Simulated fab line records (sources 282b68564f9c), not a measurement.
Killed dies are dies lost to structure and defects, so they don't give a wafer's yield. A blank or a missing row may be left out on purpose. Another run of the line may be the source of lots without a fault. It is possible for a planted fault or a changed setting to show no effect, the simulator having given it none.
8D (eight disciplines) problem report, filled in by code || flow ritCmos || the parts of the form that need people (team, actions taken, sign-off) are left out

## 1. THE ISSUE
At RIT_PWELL_STRIP_09, o2FlowSccm averages 3191 sccm over 3 wafers from 2 lots, while fault-free wafers read 4000 sccm, standard deviation 10. Measured from the usual mean, that is -81 standard deviations.
The step: strips in O2, time 180 s.
First seen on wafer L168.1, day 4 10:34, on plasmaAsher-02. The record holds 41 wafers of 14 lots with a number at this step. By rule, "out" or "out of limits" means more than 4 standard deviations away from the usual mean. All remaining wafers that have a number are taken as sound.

## 2. WHAT IT IS, WHAT IT ISN'T
{"question": "which readings at this step", "is": "o2FlowSccm", "is not": "chamberPressureMTorr, drypumpMotorCurrentA"}
{"question": "which lots", "is": "L168, L172", "is not": "L157, L159, L160, L161, L163, L165, L173, L174, L175, L176, L177, L178"}
{"question": "which wafers of those lots", "is": "L168.1, L168.5, L172.4", "is not": "L168.2, L172.5"}
{"question": "read on which tools", "is": "plasmaAsher-02", "is not": "plasmaAsher-03, plasmaAsher-04"}
{"question": "when", "is": "from day 4 10:34", "is not": "up to then (19 sound wafers); but 19 sound wafers of L172, L173, L174, L175, L176, L177, L178 came after"}

## 3. SUSPECTS, AND WHAT RULES EACH OUT
Counting: a tool at a process step up to the reading stays a suspect if it ran every lot that is out. Sound lots after the first of them don't rule it out here, since some wafers of a struck lot are sound.
- plasmaAsher-02 at RIT_PWELL_STRIP_09 (strips in O2, time 180 s): kept. It processed each lot that is out (first: L168, day 4 10:34); up to then, its last sound lot is L165 (day 3 21:17). On those wafers its own readings are out: o2FlowSccm.
- Within plasmaAsher-02 at RIT_PWELL_STRIP_09: the wafers that are out ran in chamber 0; their sound lot-mates ran in chamber 1.
The count leaves plasmaAsher-02 at RIT_PWELL_STRIP_09.

## 4. THE CAUSE (what the simulator had put in)
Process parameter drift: plasmaAsher-02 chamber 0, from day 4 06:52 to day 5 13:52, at RIT_PWELL_STRIP_09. From 4000, the setting o2FlowSccm moved by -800. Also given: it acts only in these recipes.
This tool alone remained once counting was done.

## 5. THE CHAIN OF EFFECTS, in route order
Each row: a reading whose mean over the struck wafers that have a number lies more than 3 standard deviations from the usual. Readings are gone through only where the record gives a usual standard deviation; hours: the median, over the lots, of the time from a lot's start at the first step in this table giving one to that lot's start at this step; sigmas: the change measured in usual standard deviations.
{"hours": 0, "step": "RIT_PWELL_STRIP_09", "reading": "o2FlowSccm", "usual": "4000 sccm", "on struck wafers": 3191, "change": -809, "sigmas": -81}
Here are the process steps it includes:
- RIT_PWELL_STRIP_09: strips in O2, time 180 s.
At these later measuring or inspecting steps, every struck wafer for which the step has a row has a number for every such reading, and none has moved that far: RIT_NRETRO_OVL_MEAS_06, RIT_GATE_THK_MEAS_07.

## 6. WHAT WOULD HAVE CAUGHT IT SOONER
4 hours passed between the start of the fault at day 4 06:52 and the first reading out of limits in this record, taken at day 4 10:34.
